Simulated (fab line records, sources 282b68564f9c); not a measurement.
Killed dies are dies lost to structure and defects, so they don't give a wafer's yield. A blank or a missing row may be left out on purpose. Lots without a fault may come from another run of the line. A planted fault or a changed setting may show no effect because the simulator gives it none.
fab line records | flow rit_cmos
record lots=6 wafers=18 last_day=7
route steps=202 shown NWELL@36 PWELL@39 WELLDRIVE@50 NRETRO@53 PRETRO@64 GATE@75 M1@202
lots that met no fault: from a run of the same line without faults
start_h: hours from the record's first day to the start of the lot's first wafer shown | wait_h: hours since the lot's step before | " the same as in the row above | L1.1+2: a row that stands for several wafers | - no value, or no start given | * or withheld: withheld | < > ~ a bound
route shown NAME@n: a module of which the file shows steps, and the number in the route of the first | usual: mean/standard deviation of fault-free wafers | same: alike in all rows | chamber/n: place in a boat | sites: the reading at each site | _std_site: their standard deviation | _edge_site: outer sites' mean less inner sites' | radius_mm: how far each site lies from the wafer's centre | mask NAME#n: copy n | behind: the tool/chamber that last shaped the wafer | hold: why the lot was held/for how many hours/how that ended | device: the transistor (n, p or np) that didn't switch | end of line: the same wafers' tests at the end of the route | a step without rows: its recipe alone | killed: dies lost to structure and defects at the first sort, not the wafer's yield | map: a wafer's dies, x killed, . not, _ none there
set.NAME: the setting as run; set.NAME@STEP: as run at that earlier step | model.NAME: the simulator's own value behind a step, which no gauge read
lots at some steps of the route; a table a step, a row a wafer
services: from which hour (start_h, from the record's first day; less than 0 if before it) a tool's chamber was out of use, for how many hours, and why
## steps
# step RIT_NWELL_IMPLANT_08
# recipe species=P energy_kev=167.8 dose_cm2=5e+13 tilt_deg=7
# step RIT_NWELL_STRIP_09
# recipe chemistry=O2 time_s=180 resist=NOVOLAK platen_temp_c=withheld power_w=500 pressure_mtorr=4000 o2_flow_sccm=4000
# usual drypump_motor_current_A=6.2/0.64
# columns lot.wafer tool chamber start_h wait_h drypump_motor_current_A rf_hours_counter_h
L554.1 plasma_asher-02 1 28.63 0.1 6.8 37
L554.2 " 0 " " 6.5 37
L554.4 " 0 " " 6.5 -
L558.1 plasma_asher-01 0 43.95 0.1 6.8 24
L558.3 " 0 " " 6.8 -
L558.4 " 1 " " 5.7 -
L568.1 plasma_asher-02 1 100.91 0.1 6.8 45
L568.2 " 0 " " 6.5 45
L568.5 " 0 " " 6.5 -
L569.2 plasma_asher-02 0 107.92 0.1 6.5 46
L569.4 " 1 " " 6.8 -
L569.6 " 1 " " 6.8 -
L570.2 plasma_asher-02 0 112.56 0.1 6.5 46
L570.4 " 0 " " 6.5 -
L570.5 " 1 " " 6.8 -
L575.1 plasma_asher-01 1 138.09 0.1 5.7 33
L575.5 " 1 " " 5.8 -
L575.6 " 0 " " 6.7 -
# step RIT_NWELL_TW_MEAS_10
# usual NWELL_TW=2160/13
# columns lot.wafer tool chamber start_h wait_h NWELL_TW
L554.1 film_metro-01 - 28.81 0.1 2153
L554.2 " - " " 2166
L554.4 " - " " 2151
L558.1 film_metro-03 - 44.12 0.1 2163
L558.3 " - " " 2152
L558.4 " - " " 2154
L568.1 film_metro-03 - 101.09 0.1 2163
L568.2 " - " " 2153
L568.5 " - " " 2152
L569.2 film_metro-03 - 108.10 0.1 2145
L569.4 " - " " 2155
L569.6 " - " " 2164
L570.2 film_metro-04 - 112.75 0.1 2179
L570.4 " - " " 2163
L570.5 " - " " 2169
L575.1 film_metro-04 - 138.27 0.1 2179
L575.5 " - " " 2179
L575.6 " - " " 2193
# step RIT_PWELL_HMDS_00
# recipe prime_time_s=60 prime_temp_c=140
# step RIT_PWELL_COAT_01
# recipe resist=NOVOLAK spin_rpm=2000 resist_thk_nm=1300
# step RIT_PWELL_SOFTBAKE_02
# recipe resist=NOVOLAK temp_c=90 time_s=60
# step RIT_PWELL_EXPOSE_03
# recipe mask_id=M3 na=0.57 target_cd_nm=43700 dose_mj=250
# step RIT_PWELL_PEB_04
# recipe resist=NOVOLAK temp_c=withheld time_s=withheld
# step RIT_PWELL_DEVELOP_05
# recipe resist=NOVOLAK develop_time_s=68 dev_temp_c=23
# step RIT_PWELL_OVL_MEAS_06
# usual PWELL_OVL=0.4/1.5
# columns lot.wafer tool chamber start_h wait_h PWELL_OVL[nm]
L554.1 overlay-01 - 29.87 - 2.1
L554.2 " - " " 1.2
L554.4 " - " " 2.4
L558.1 overlay-01 - 45.06 - 0.9
L558.3 " - " " 0.5
L558.4 " - " " -0.4
L568.1 overlay-02 - 102.03 - 0.7
L568.2 " - " " -2.4
L568.5 " - " " 1.5
L569.2 overlay-01 - 109.04 - 2.1
L569.4 " - " " -0.6
L569.6 " - " " 0.9
L570.2 overlay-01 - 113.69 - -0.8
L570.4 " - " " -0.3
L570.5 " - " " 0.1
L575.1 overlay-01 - 139.33 - 0.7
L575.5 " - " " 1.2
L575.6 " - " " 0.2
# step RIT_PWELL_HARDBAKE_07
# recipe resist=NOVOLAK temp_c=140 time_s=120
# step RIT_PWELL_IMPLANT_08
# recipe species=B energy_kev=170 dose_cm2=7e+13 tilt_deg=7
# step RIT_PWELL_STRIP_09
# recipe chemistry=O2 time_s=180 resist=NOVOLAK platen_temp_c=withheld power_w=500 pressure_mtorr=4000 o2_flow_sccm=4000
# usual drypump_motor_current_A=6.0/0.65
# columns lot.wafer tool chamber start_h wait_h drypump_motor_current_A rf_hours_counter_h
L554.1 plasma_asher-01 0 30.31 0.1 6.8 23
L554.2 " 1 " " 5.8 23
L554.4 " 1 " " 5.8 -
L558.1 plasma_asher-01 1 45.50 0.1 5.7 24
L558.3 " 0 " " 6.8 -
L558.4 " 1 " " 5.7 -
L568.1 plasma_asher-01 1 102.46 0.1 5.7 30
L568.2 " 0 " " 6.8 30
L568.5 " 1 " " 5.7 -
L569.2 plasma_asher-01 1 109.47 0.1 5.8 31
L569.4 " 0 " " 6.8 -
L569.6 " 0 " " 6.8 -
L570.2 plasma_asher-04 0 114.12 0.1 6.5 45
L570.4 " 0 " " 6.6 -
L570.5 " 1 " " 5.0 -
L575.1 plasma_asher-04 1 139.79 0.1 5.0 48
L575.5 " 0 " " 6.6 -
L575.6 " 1 " " 5.0 -
# step RIT_PWELL_TW_MEAS_10
# usual PWELL_TW=962/5.1
# columns lot.wafer tool chamber start_h wait_h PWELL_TW
L554.1 film_metro-01 - 30.48 0.1 960
L554.2 " - " " 965
L554.4 " - " " 956
L558.1 film_metro-01 - 45.67 0.1 958
L558.3 " - " " 968
L558.4 " - " " 960
L568.1 film_metro-04 - 102.64 0.1 954
L568.2 " - " " 961
L568.5 " - " " 960
L569.2 film_metro-03 - 109.65 0.1 959
L569.4 " - " " 959
L569.6 " - " " 954
L570.2 film_metro-03 - 114.30 0.1 960
L570.4 " - " " 962
L570.5 " - " " 954
L575.1 film_metro-03 - 139.96 0.1 954
L575.5 " - " " 957
L575.6 " - " " 960
# step RIT_WELLDRIVE_ANNEAL_00
# recipe temp_c=1100 time_s=14700 ambient=N2
# step RIT_WELLDRIVE_RS_MEAS_01
# recipe thk_meas_gauge=four-point-probe
# usual NWELL_RS=275.5/0.85
# columns lot.wafer tool chamber start_h wait_h NWELL_RS[ohm/sq]
L554.1 film_metro-03 - 36.62 0.0 274.9
L554.2 " - " " 275.0
L554.4 " - " " 275.7
L558.1 film_metro-01 - 53.32 0.0 276.1
L558.3 " - " " 275.7
L558.4 " - " " 275.3
L568.1 film_metro-01 - 111.69 0.0 276.6
L568.2 " - " " 276.0
L568.5 " - " " 276.1
L569.2 film_metro-03 - 118.02 0.0 277.3
L569.4 " - " " 276.2
L569.6 " - " " 276.0
L570.2 film_metro-01 - 123.66 0.0 273.2
L570.4 " - " " 273.6
L570.5 " - " " 274.3
L575.1 film_metro-03 - 145.11 0.0 274.5
L575.5 " - " " 274.3
L575.6 " - " " 275.2
# step RIT_WELLDRIVE_RS_MEAS_02
# recipe thk_meas_gauge=four-point-probe
# usual PWELL_RS=429.5/1.1
# columns lot.wafer tool chamber start_h wait_h PWELL_RS[ohm/sq]
L554.1 film_metro-03 - 36.74 0.1 429.8
L554.2 " - " " 430.1
L554.4 " - " " 431.3
L558.1 film_metro-01 - 53.44 0.1 428.6
L558.3 " - " " 428.8
L558.4 " - " " 427.2
L568.1 film_metro-01 - 111.81 0.1 430.0
L568.2 " - " " 428.8
L568.5 " - " " 428.9
L569.2 film_metro-03 - 118.14 0.1 431.2
L569.4 " - " " 428.8
L569.6 " - " " 429.5
L570.2 film_metro-01 - 123.78 0.1 428.0
L570.4 " - " " 429.0
L570.5 " - " " 430.4
L575.1 film_metro-03 - 145.23 0.1 429.9
L575.5 " - " " 430.2
L575.6 " - " " 428.1
# step RIT_NRETRO_HMDS_00
# recipe prime_time_s=60 prime_temp_c=140
# step RIT_NRETRO_COAT_01
# recipe resist=NOVOLAK spin_rpm=2000 resist_thk_nm=1300
# step RIT_NRETRO_SOFTBAKE_02
# recipe resist=NOVOLAK temp_c=90 time_s=60
# step RIT_NRETRO_EXPOSE_03
# recipe mask_id=M4 na=0.57 target_cd_nm=43900 dose_mj=250
# step RIT_NRETRO_PEB_04
# recipe resist=NOVOLAK temp_c=withheld time_s=withheld
# step RIT_NRETRO_DEVELOP_05
# recipe resist=NOVOLAK develop_time_s=68 dev_temp_c=23
# step RIT_NRETRO_OVL_MEAS_06
# usual NRETRO_OVL=1.5/1.3
# columns lot.wafer tool chamber start_h wait_h NRETRO_OVL[nm]
L554.1 overlay-02 - 37.74 - 1.4
L554.2 " - " " 1.3
L554.4 " - " " 1.3
L558.1 overlay-02 - 54.44 - 0.3
L558.3 " - " " 1.3
L558.4 " - " " 0.6
L568.1 overlay-02 - 112.93 - 2.3
L568.2 " - " " 2.3
L568.5 " - " " 2.6
L569.2 overlay-02 - 119.25 - 1.1
L569.4 " - " " 1.1
L569.6 " - " " 2.4
L570.2 overlay-01 - 124.90 - 0.5
L570.4 " - " " 2.1
L570.5 " - " " -0.6
L575.1 overlay-01 - 146.32 - 1.8
L575.5 " - " " 2.2
L575.6 " - " " 1.0
# step RIT_NRETRO_HARDBAKE_07
# recipe resist=NOVOLAK temp_c=140 time_s=120
# step RIT_NRETRO_IMPLANT_08
# recipe species=P energy_kev=70 dose_cm2=1.02e+13 tilt_deg=7
# step RIT_NRETRO_STRIP_09
# recipe chemistry=O2 time_s=180 resist=NOVOLAK platen_temp_c=withheld power_w=500 pressure_mtorr=4000 o2_flow_sccm=4000
# usual drypump_motor_current_A=6.0/0.61
# columns lot.wafer tool chamber start_h wait_h drypump_motor_current_A rf_hours_counter_h
L554.1 plasma_asher-03 1 38.18 0.1 5.5 38
L554.2 " 0 " " 5.9 38
L554.4 " 1 " " 5.5 -
L558.1 plasma_asher-02 1 54.88 0.1 6.8 41
L558.3 " 0 " " 6.5 -
L558.4 " 1 " " 6.8 -
L568.1 plasma_asher-04 1 113.37 0.1 5.0 45
L568.2 " 0 " " 6.6 45
L568.5 " 1 " " 5.0 -
L569.2 plasma_asher-04 1 119.68 0.1 5.0 45
L569.4 " 0 " " 6.6 -
L569.6 " 0 " " 6.6 -
L570.2 plasma_asher-03 0 125.33 0.1 5.9 1
L570.4 " 0 " " 5.9 -
L570.5 " 1 " " 5.4 -
L575.1 plasma_asher-04 1 146.76 0.1 5.0 49
L575.5 " 1 " " 5.0 -
L575.6 " 0 " " 6.6 -
# step RIT_NRETRO_TW_MEAS_10
# usual NRETRO_TW=1065/5.6
# columns lot.wafer tool chamber start_h wait_h NRETRO_TW
L554.1 film_metro-01 - 38.36 0.1 1064
L554.2 " - " " 1069
L554.4 " - " " 1066
L558.1 film_metro-02 - 55.05 0.1 1067
L558.3 " - " " 1064
L558.4 " - " " 1066
L568.1 film_metro-01 - 113.54 0.1 1069
L568.2 " - " " 1068
L568.5 " - " " 1068
L569.2 film_metro-01 - 119.86 0.1 1069
L569.4 " - " " 1066
L569.6 " - " " 1069
L570.2 film_metro-01 - 125.51 0.1 1069
L570.4 " - " " 1070
L570.5 " - " " 1065
L575.1 film_metro-01 - 146.98 0.2 1063
L575.5 " - " " 1063
L575.6 " - " " 1063
# step RIT_PRETRO_HMDS_00
# recipe prime_time_s=60 prime_temp_c=140
# step RIT_PRETRO_COAT_01
# recipe resist=NOVOLAK spin_rpm=2000 resist_thk_nm=1300
# step RIT_PRETRO_SOFTBAKE_02
# recipe resist=NOVOLAK temp_c=90 time_s=60.96
# usual plate_sensor_t_centre_C=90.969/0.0097 plate_sensor_t_edge_C=91.021/0.01 resist_line_temp_C=22.97/0.11
# columns lot.wafer tool chamber start_h wait_h plate_sensor_t_centre_C plate_sensor_t_edge_C resist_line_temp_C
L554.1 litho_track-04 0 38.72 0.1 90.964 91.029 22.95
L554.2 " 0 " " 90.983 91.041 22.86
L554.4 " 0 " " 90.984 91.027 22.95
L558.1 litho_track-02 0 55.41 0.1 90.968 91.010 23.01
L558.3 " 0 " " 90.980 91.014 22.77
L558.4 " 0 " " 90.983 91.027 22.84
L568.1 litho_track-04 0 113.90 0.1 90.961 91.021 22.96
L568.2 " 0 " " 90.968 91.028 22.95
L568.5 " 0 " " 90.962 91.009 22.92
L569.2 litho_track-02 0 120.24 0.1 90.973 91.036 22.82
L569.4 " 0 " " 90.984 91.007 22.92
L569.6 " 0 " " 90.962 91.020 22.79
L570.2 litho_track-01 0 125.89 0.1 90.972 90.999 22.99
L570.4 " 0 " " 90.970 91.019 22.84
L570.5 " 0 " " 90.976 91.003 22.88
L575.1 litho_track-01 0 147.34 0.1 90.962 91.032 22.76
L575.5 " 0 " " 90.954 91.029 22.86
L575.6 " 0 " " 90.959 90.989 22.72
# step RIT_PRETRO_EXPOSE_03
# recipe mask_id=M5 na=0.57 target_cd_nm=43700 dose_mj=250
# step RIT_PRETRO_PEB_04
# recipe resist=NOVOLAK temp_c=withheld time_s=withheld
# step RIT_PRETRO_DEVELOP_05
# recipe resist=NOVOLAK develop_time_s=68 dev_temp_c=23
# step RIT_PRETRO_OVL_MEAS_06
# usual PRETRO_OVL=-0.6/1.6
# columns lot.wafer tool chamber start_h wait_h PRETRO_OVL[nm]
L554.1 overlay-02 - 39.30 - 0.5
L554.2 " - " " 0.5
L554.4 " - " " 2.4
L558.1 overlay-01 - 56.12 - 0.3
L558.3 " - " " 0.4
L558.4 " - " " 0.2
L568.1 overlay-01 - 114.48 - -0.3
L568.2 " - " " -4.0
L568.5 " - " " -2.5
L569.2 overlay-01 - 120.80 - -5.1
L569.4 " - " " -2.6
L569.6 " - " " -2.8
L570.2 overlay-02 - 126.45 - 2.3
L570.4 " - " " -0.5
L570.5 " - " " -1.1
L575.1 overlay-01 - 148.17 - -0.6
L575.5 " - " " 0.8
L575.6 " - " " -0.4
# step RIT_PRETRO_HARDBAKE_07
# recipe resist=NOVOLAK temp_c=140 time_s=120
# step RIT_PRETRO_IMPLANT_08
# recipe species=B energy_kev=45 dose_cm2=1.2e+13 tilt_deg=7
# step RIT_PRETRO_STRIP_09
# recipe chemistry=O2 time_s=180 resist=NOVOLAK platen_temp_c=withheld power_w=500 pressure_mtorr=4000 o2_flow_sccm=4000
# usual drypump_motor_current_A=6.2/0.52
# columns lot.wafer tool chamber start_h wait_h drypump_motor_current_A rf_hours_counter_h
L554.1 plasma_asher-02 1 39.73 0.1 6.8 39
L554.2 " 0 " " 6.5 39
L554.4 " 0 " " 6.5 -
L558.1 plasma_asher-03 1 56.56 0.1 5.4 40
L558.3 " 1 " " 5.4 -
L558.4 " 0 " " 5.9 -
L568.1 plasma_asher-02 0 114.92 0.1 6.5 46
L568.2 " 1 " " 6.8 46
L568.5 " 1 " " 6.8 -
L569.2 plasma_asher-03 0 121.23 0.1 5.8 0
L569.4 " 1 " " 5.5 -
L569.6 " 1 " " 5.4 -
L570.2 plasma_asher-01 1 126.88 0.1 5.8 33
L570.4 " 1 " " 5.8 -
L570.5 " 0 " " 6.8 -
L575.1 plasma_asher-02 0 148.69 0.1 6.5 50
L575.5 " 1 " " 6.8 -
L575.6 " 0 " " 6.5 -
# step RIT_PRETRO_TW_MEAS_10
# usual PRETRO_TW=478.8/2.6
# columns lot.wafer tool chamber start_h wait_h PRETRO_TW
L554.1 film_metro-04 - 39.91 0.1 480.8
L554.2 " - " " 481.0
L554.4 " - " " 484.0
L558.1 film_metro-03 - 56.74 0.1 482.1
L558.3 " - " " 481.1
L558.4 " - " " 482.8
L568.1 film_metro-03 - 115.10 0.1 479.7
L568.2 " - " " 476.1
L568.5 " - " " 478.6
L569.2 film_metro-02 - 121.41 0.1 475.7
L569.4 " - " " 476.9
L569.6 " - " " 480.3
L570.2 film_metro-03 - 127.06 0.1 478.7
L570.4 " - " " 476.7
L570.5 " - " " 478.5
L575.1 film_metro-03 - 148.87 0.1 475.5
L575.5 " - " " 475.3
L575.6 " - " " 475.9
# step RIT_GATE_WET_ETCH_00
# recipe chemistry=BOE target=SiO2 target_depth_nm=56 time_s=60 dry=n2_spin dilution=10:1 temp_c=21.5
# step RIT_GATE_CLEAN_01
# recipe chemistry=SC1 mix=3:3:50 time_s=600 temp_c=75
# step RIT_GATE_CLEAN_02
# recipe chemistry=dHF dilution=50:1 time_s=30
# step RIT_M1_PROBE_99
# usual killed_at_front_end=7.1/2.8 killed_dies=7.1/2.9 killed_on_rim=1.9/1.5 killed_open=3.4/2 killed_short=3.6/2.1
# same gross_dies=264 killed_at_M0_to_M3=0 killed_at_M4_up=0 killed_at_back_side=0 killed_at_contacts=0 killed_at_other=0
# columns lot.wafer tool chamber start_h wait_h killed_at_front_end killed_dies killed_on_rim killed_open killed_short
L568.1 prober-02 - 152.77 0.1 36 36 9 3 2
L568.2 prober-02 - 152.82 0.1 49 49 4 2 5
L568.5 prober-02 - 152.97 0.2 41 41 12 1 6
L569.2 prober-01 - 156.55 0.1 39 39 13 4 1
L569.4 prober-01 - 156.65 0.2 39 39 4 2 3
L569.6 prober-01 - 156.75 0.2 36 36 2 3 3
L570.2 prober-02 - 166.65 0.1 7 7 1 2 5
L570.4 prober-02 - 166.75 0.2 8 8 3 5 3
L570.5 prober-02 - 166.80 0.2 7 7 3 3 4
L575.1 prober-01 - 178.95 0.1 13 13 4 11 2
L575.5 prober-01 - 179.15 0.2 9 9 5 2 7
L575.6 prober-01 - 179.20 0.2 3 3 0 0 3
# killed by level:class
L568.1 PWELL:unspecified=30 REOX:geometric_particle:short=2 FOX2:geometric_particle:open=1 GATE:geometric_particle:open=1 REOX:geometric_particle:open=1 PRETRO:coat_microbubble_printed=1
L568.2 PWELL:unspecified=40 GATE:geometric_particle:short=3 GATE:geometric_particle:open=2 SPACER:geometric_particle:short=2 PRETRO:coat_microbubble_printed=2
L568.5 PWELL:unspecified=34 GATE:geometric_particle:short=5 FOX2:geometric_particle:short=1 GATE:geometric_particle:open=1
L569.2 PWELL:unspecified=33 REOX:geometric_particle:open=2 FOX1:geometric_particle:open=1 SPACER:geometric_particle:open=1 SILICIDE:geometric_particle:short=1 PWELL:coat_microbubble_printed=1
L569.4 PWELL:unspecified=34 GATE:geometric_particle:short=3 FOX1:geometric_particle:open=1 GATE:geometric_particle:open=1
L569.6 PWELL:unspecified=30 REOX:geometric_particle:short=2 FOX2:geometric_particle:open=1 GATE:geometric_particle:open=1 SILICIDE:geometric_particle:open=1 SILICIDE:geometric_particle:short=1
L570.2 GATE:geometric_particle:short=3 FOX1:geometric_particle:short=1 GATE:geometric_particle:open=1 REOX:geometric_particle:short=1 SPACER:geometric_particle:open=1
L570.4 GATE:geometric_particle:open=4 GATE:geometric_particle:short=2 FOX2:geometric_particle:short=1 REOX:geometric_particle:open=1
L570.5 FOX1:geometric_particle:short=2 FOX1:geometric_particle:open=1 FOX2:geometric_particle:short=1 FOX2:geometric_particle:open=1 GATE:geometric_particle:short=1 REOX:geometric_particle:open=1
L575.1 FOX1:geometric_particle:open=4 SPACER:geometric_particle:open=4 GATE:geometric_particle:open=2 FOX1:geometric_particle:short=1 SILICIDE:geometric_particle:short=1 SILICIDE:geometric_particle:open=1
L575.5 FOX1:geometric_particle:short=2 SPACER:geometric_particle:short=2 FOX2:geometric_particle:open=1 FOX2:geometric_particle:short=1 GATE:geometric_particle:short=1 SPACER:geometric_particle:open=1 SILICIDE:geometric_particle:short=1
L575.6 GATE:geometric_particle:short=2 FOX1:geometric_particle:short=1
# map L568.2 (x killed, . not)
________......._______
_____..xxxxx......____
____...xxxxxx..x...___
___..xxxxxxxxx......__
__....xxxxxxxxx......_
__.....xxxxxx........_
_......xx.xx.x........
_..........x..........
_.....................
_..................x..
__............x......_
__...x.............x._
___....x............__
____........x......___
_____..........x..____
________......._______
# map L569.2 (x killed, . not)
________......._______
_____........x.xxx____
____..........xxxxx___
___x..........xxxxxx__
__...........xxxxxxxx_
__............xxxxx.x_
_...............xxx..x
_.................x...
_..................x..
_.....................
__..................._
__..................._
___.....x.........x.__
____..x............___
_____.............____
________......._______
## services
# columns tool chamber start_h hours kind
plasma_asher-04 - 26.60 9.4 pm
plasma_asher-03 - 67.92 1.6 repair
plasma_asher-03 - 108.75 9.0 pm
plasma_asher-03 0 108.75 9.0 vent_cycle
plasma_asher-03 1 108.75 9.0 vent_cycle
plasma_asher-03 0 117.75 - clean
plasma_asher-03 1 117.75 - clean
plasma_asher-04 - 125.04 1.7 repair
plasma_asher-02 - 126.86 2.8 pm
plasma_asher-01 - 132.82 4.3 pm
## key
first_sign step=RIT_M1_PROBE_99 reading=killed_at_front_end direction=up sigmas=12 usual=7.1 struck=40
effect step=RIT_M1_PROBE_99 reading=killed_dies direction=up sigmas=11 usual=7.1 struck=40
met_at RIT_PWELL_STRIP_09
struck_wafers L568.1,L568.2,L568.5,L569.2,L569.4,L569.6
tester_left_out L568,L569
onset_between 45.50 102.46
fault kind=chamber_particle_source tool=plasma_asher-01 chamber=- onset_h=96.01 steps=RIT_PWELL_STRIP_09 rate_per_visit_cm2=1.0896 end_h=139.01
# tester_left_out: of these lots the tester's yield and bins aren't shown, on N5 and GAA mostly nor the transistor test; their killed dies are dies lost to structure and defects alone, not to doping, threshold or leakage, so they don't give the yield
